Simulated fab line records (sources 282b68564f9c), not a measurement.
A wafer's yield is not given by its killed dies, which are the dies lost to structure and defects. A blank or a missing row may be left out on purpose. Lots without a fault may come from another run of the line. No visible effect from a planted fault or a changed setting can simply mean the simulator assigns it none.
What tool caused it?    flow rit_cmos    21 wafers from 7 lots sampled at 2 of the route's 202 steps

WHAT THE GAUGES SHOWED, per wafer
RIT_PWELL_TW_MEAS_10.
lot   measured     on             PWELL_TW
L513  day 2 05:27  film_metro-04  937 937 944
L515  day 2 15:08  film_metro-04  943 945 941
L518  day 3 07:00  film_metro-01  952 956 959
L521  day 3 21:52  film_metro-02  945 944 941
L527  day 5 04:25  film_metro-02  917 919 914
L531  day 5 23:11  film_metro-02  948 951 947
L535  day 6 18:46  film_metro-02  949 952 950

EACH LOT AND THE TOOL THAT RAN IT (in order: tool; ch and the chambers of the sampled wafers; start)
lot   RIT_PWELL_IMPLANT_08
L513  implanter-01 ch 0, day 2 05:10
L515  implanter-01 ch 0, day 2 14:49
L518  implanter-04 ch 0, day 3 06:42
L521  implanter-01 ch 0, day 3 21:33
L527  implanter-01 ch 0, day 5 04:05
L531  implanter-04 ch 0, day 5 22:52
L535  implanter-03 ch 0, day 6 18:27
- RIT_PWELL_IMPLANT_08

THE ANSWER, worked out from the rows above alone
Rule: usual is defined by the lots themselves. Put in order of their means at a reading, lots are off if they are a third of the lots or fewer, leave a main group of 4 or more, and stand apart from it by a gap of 3 or more times the standard deviation of the main group's means; of several such gaps the widest counts. Not used: any main group whose means are identical at the precision the tables above print for the reading. Also off: a lot with no number at a reading for which 4 or more lots have one. The other lots that the step has rows for count as sound.
Off: L527, at RIT_PWELL_TW_MEAS_10 (PWELL_TW). Mean 947 and standard deviation 5.4 in the main group.
If a tool, at a process step before that reading, ran all the lots that are off and no sound lot after the first of them, it fits. Those tools and the gauges at RIT_PWELL_TW_MEAS_10 are tried in the same way. One fits: RIT_PWELL_IMPLANT_08 on implanter-01. A fault onset in the window from L521 (day 3 21:33, its last sound lot) to L527 (day 5 04:05, its first lot off) fits.

WHAT THE SIMULATOR PUT IN
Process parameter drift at RIT_PWELL_IMPLANT_08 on implanter-01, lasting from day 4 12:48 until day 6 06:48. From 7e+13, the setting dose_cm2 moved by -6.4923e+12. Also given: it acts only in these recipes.
Struck lots among those shown: L527. The rule above reached the same finding.
